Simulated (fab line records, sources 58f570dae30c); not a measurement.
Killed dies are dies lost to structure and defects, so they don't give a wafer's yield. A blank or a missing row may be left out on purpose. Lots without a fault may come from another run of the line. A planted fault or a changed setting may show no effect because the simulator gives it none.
Split-lot experiment | flow berkeley_cmos170 | 5 lots, 23 wafers read, on a route of 331 steps

THE SPLIT
At UCB170_NLDD_COAT_01 (resist thk 900 nm), the setting resist_thk_nm was moved away from the recipe's 900 nm on 9 of the 23 wafers read, by -5.1% to +3.7%. The other wafers ran this setting at the recipe's value.

The reading is taken at the split's own step.

THE READING
KrF_of_NLDD_COAT_01.thk_nm (the simulator's own value, which no gauge read), in nm, at UCB170_NLDD_COAT_01 (resist thk 900 nm). The file gives no usual value for it. The 14 wafers here that ran the recipe average 900.9 nm, standard deviation 2.4 nm.

wafer  | tool, chamber at the split | resist_thk_nm as run, nm | against the recipe | KrF_of_NLDD_COAT_01.thk_nm, nm | against lot-mates on the recipe
L077.1 | litho_track-02, 0          | 900                      | recipe             | 898.1                          | -
L077.4 | litho_track-02, 0          | 900                      | recipe             | 899.5                          | -
L077.5 | litho_track-02, 0          | 900                      | recipe             | 896.7                          | -
L076.1 | litho_track-03, 0          | 933.7                    | +3.7%              | 939.9                          | +34.4
L076.2 | litho_track-03, 0          | 933.7                    | +3.7%              | 937.9                          | +32.4
L076.3 | litho_track-03, 0          | 933.7                    | +3.7%              | 938.9                          | +33.4
L076.4 | litho_track-03, 0          | 900                      | recipe             | 906.4                          | -
L076.6 | litho_track-03, 0          | 900                      | recipe             | 904.5                          | -
L079.1 | litho_track-02, 0          | 854                      | -5.1%              | 856.2                          | -43.8
L079.2 | litho_track-02, 0          | 854                      | -5.1%              | 854.1                          | -45.9
L079.3 | litho_track-02, 0          | 900                      | recipe             | 900.4                          | -
L079.4 | litho_track-02, 0          | 900                      | recipe             | 899.5                          | -
L079.6 | litho_track-02, 0          | 854                      | -5.1%              | 853.8                          | -46.2
L080.1 | litho_track-04, 0          | 921.9                    | +2.4%              | 922.5                          | +21.2
L080.2 | litho_track-04, 0          | 900                      | recipe             | 901.8                          | -
L080.3 | litho_track-04, 0          | 900                      | recipe             | 900.9                          | -
L080.4 | litho_track-04, 0          | 921.9                    | +2.4%              | 922.2                          | +20.9
L080.5 | litho_track-04, 0          | 921.9                    | +2.4%              | 920.6                          | +19.3
L082.1 | litho_track-02, 0          | 900                      | recipe             | 900.4                          | -
L082.2 | litho_track-02, 0          | 900                      | recipe             | 900.1                          | -
L082.4 | litho_track-02, 0          | 900                      | recipe             | 899.6                          | -
L082.5 | litho_track-02, 0          | 900                      | recipe             | 902.3                          | -
L082.6 | litho_track-02, 0          | 900                      | recipe             | 901.9                          | -

THE FIT
A straight line over all 23 wafers: KrF_of_NLDD_COAT_01.thk_nm changes by +9.31 nm for each +1% of resist_thk_nm; r = +0.99; the points scatter about the line by 2.5 nm.
The same after taking each lot's own level away (the mean of its wafers on the recipe; 23 wafers): +8.82 nm for each +1%; r = +1.00; scatter 1.1 nm.
On that fit, the largest move of resist_thk_nm shifts the reading by 45 nm.
The lots' own levels span 898.10 to 905.45 nm, that is 3.1 times the standard deviation above.
So the lot-to-lot level changes the slope little: the two slopes agree.
Check: with one of the wafers moved furthest among these (-5.1%) left out of the fit, the line predicts -45.6 nm for it against its lot-mates. It came out at -43.8 nm against them.

OTHER SPLITS ON THESE WAFERS
These wafers also went through other splits before the reading. Each is held against what the fit with the lots' levels taken away leaves over:
other split on the same wafers | wafers away from the commonest value | r with KrF_of_NLDD_COAT_01.thk_nm (lot level and that fit taken away)
UCB170_GATE_COAT_07 spin_rpm   | 8                                    | -0.28
UCB170_PLDD_EXPOSE_03 dose_mj  | 8                                    | +0.14

THE WHOLE CHAIN: every reading that the file lists as answering this split, in the file's order
step                 | what it does      | reading                                                                     | change (the file's fit)              | r (the file's)
UCB170_NLDD_COAT_01  | resist thk 900 nm | KrF_of_NLDD_COAT_01.thk_nm (the simulator's own value, which no gauge read) | +8.82 nm for each +1% of the setting | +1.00
UCB170_NLDD_STRIP_10 | strips in O2      | strip_time_to_endpoint_s                                                    | withheld for each +1% of the setting | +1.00

THE FILE'S OWN FIT
KrF_of_NLDD_COAT_01.thk_nm changes by +8.82 nm for each +1% of resist_thk_nm, r = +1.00.
